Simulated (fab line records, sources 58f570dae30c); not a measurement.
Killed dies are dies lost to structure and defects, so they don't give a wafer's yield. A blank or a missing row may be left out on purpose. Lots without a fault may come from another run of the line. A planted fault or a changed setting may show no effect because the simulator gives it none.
fab line records | flow berkeley_cmos170
record lots=15 wafers=45 last_day=12
route steps=331 shown SPACER@171
lots that met no fault: from a run of the same line without faults
start_h: hours from the record's first day to the start of the lot's first wafer shown | wait_h: hours since the lot's step before | " the same as in the row above | L1.1+2: a row that stands for several wafers | - no value, or no start given | * or withheld: withheld | < > ~ a bound
route shown NAME@n: a module of which the file shows steps, and the number in the route of the first | usual: mean/standard deviation of fault-free wafers | same: alike in all rows | chamber/n: place in a boat | sites: the reading at each site | _std_site: their standard deviation | _edge_site: outer sites' mean less inner sites' | radius_mm: how far each site lies from the wafer's centre | mask NAME#n: copy n | behind: the tool/chamber that last shaped the wafer | hold: why the lot was held/for how many hours/how that ended | device: the transistor (n, p or np) that didn't switch | end of line: the same wafers' tests at the end of the route | a step without rows: its recipe alone | killed: dies lost to structure and defects at the first sort, not the wafer's yield | map: a wafer's dies, x killed, . not, _ none there
set.NAME: the setting as run; set.NAME@STEP: as run at that earlier step | model.NAME: the simulator's own value behind a step, which no gauge read
steps of the route over a sample of lots; a table a step, a row a wafer
services: from which hour (start_h, from the record's first day; less than 0 if before it) a tool's chamber was out of use, for how many hours, and why
## steps
# step UCB170_SPACER_CVD_00
# recipe material=SiO2 target_thk_nm=376 temp_c=390 precursor=TEOS/O2 time_s=48.07 rf_w=550 pressure_mtorr=9000
# usual heater_power_w=276/62 pressure_mtorr=9001/16
# columns lot.wafer tool chamber start_h wait_h heater_power_w pressure_mtorr since_wet_clean_h
L835.1 pecvd-01 0 137.74 0.0 340 9001 323
L835.5 " 1 " " 154 9044 -
L835.6 " 2 " " 324 8983 -
L839.1 pecvd-01 2 147.19 0.0 261 9008 333
L839.3 " 0 " " 364 8994 333
L839.6 " 2 " " 289 9009 -
L836.2 pecvd-03 0 147.90 0.0 227 8984 226
L836.4 " 2 " " 339 8997 -
L836.5 " 1 " " 220 8973 -
L838.2 pecvd-01 0 148.17 0.0 294 9040 334
L838.3 " 1 " " 181 9012 334
L838.4 " 0 " " 312 9010 -
L837.1 pecvd-03 2 148.36 0.0 378 8998 227
L837.2 " 0 " " 220 9008 227
L837.6 " 2 " " 387 8992 -
L841.2 pecvd-01 0 157.60 0.0 367 9011 343
L841.3 " 1 " " 221 9025 343
L841.4 " 1 " " 221 8991 -
L840.2 pecvd-03 2 158.22 0.0 349 8976 237
L840.3 " 1 " " 265 9008 237
L840.4 " 0 " " 213 8991 -
L844.1 pecvd-03 1 171.07 0.0 204 8979 250
L844.2 " 2 " " 299 8974 250
L844.5 " 0 " " 189 8975 -
L845.3 pecvd-02 0 171.42 0.0 248 8981 22
L845.5 " 2 " " 296 9008 -
L845.6 " 0 " " 271 8991 -
L842.1 pecvd-01 1 171.59 0.0 167 9003 357
L842.2 " 2 " " 266 9004 357
L842.6 " 2 " " 293 8996 -
L843.2 pecvd-03 2 171.78 0.0 334 9025 250
L843.4 " 0 " " 188 8989 -
L843.5 " 2 " " 341 8983 -
L851.2 pecvd-01 1 208.64 0.0 - - -
L851.3 " 2 " " - - -
L851.6 " 0 " " - - -
L852.2 pecvd-03 2 209.02 0.0 - - -
L852.4 " 2 " " - - -
L852.5 " 1 " " - - -
L853.1 pecvd-03 0 223.20 0.0 - - -
L853.2 " 2 " " - - -
L853.5 " 2 " " - - -
L858.1 pecvd-02 2 247.48 0.0 259 9002 98
L858.2 " 1 " " 270 9007 98
L858.4 " 1 " " 181 8992 -
## services
# columns tool chamber start_h hours kind
pecvd-03 2 126.28 10.4 repair
pecvd-02 - 135.50 14.0 pm
pecvd-02 0 135.50 14.0 vent_cycle
pecvd-02 1 135.50 14.0 vent_cycle
pecvd-02 2 135.50 14.0 vent_cycle
pecvd-02 0 149.50 - clean
pecvd-02 1 149.50 - clean
pecvd-02 2 149.50 - clean
pecvd-03 1 172.65 22.3 repair
pecvd-01 1 212.11 2.4 repair
pecvd-01 - 242.50 14.0 pm
pecvd-01 0 242.50 14.0 vent_cycle
pecvd-01 1 242.50 14.0 vent_cycle
pecvd-01 2 242.50 14.0 vent_cycle
## key
first_sign step=UCB170_SPACER_CVD_00 reading=tool_record direction=missing
effect none on later readings
met_at UCB170_SPACER_CVD_00
struck_lots L851,L852,L853
later_rows_left_out L851.2,L851.3,L851.6,L852.2,L852.4,L852.5,L853.1,L853.2,L853.5
sort_left_out L851.2,L851.3,L851.6,L852.2,L852.4,L852.5,L853.1,L853.2,L853.5
tester_left_out L851,L852,L853
onset_between 171.78 208.64
fault kind=skipped_step_whole tool=pecvd-01,pecvd-03 chamber=- onset_h=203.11 steps=UCB170_SPACER_CVD_00 scope=struck_lots_only
# tester_left_out: of these lots the tester's yield and bins aren't shown, on N5 and GAA mostly nor the transistor test; their killed dies are dies lost to structure and defects alone, not to doping, threshold or leakage, so they don't give the yield
# sort_left_out: the simulated sort isn't trusted on such a fault, so these wafers' sort isn't shown, and their yield isn't known
# later_rows_left_out: the simulator's readings of these wafers behind a module that went badly wrong aren't trusted and aren't shown, but for the sort
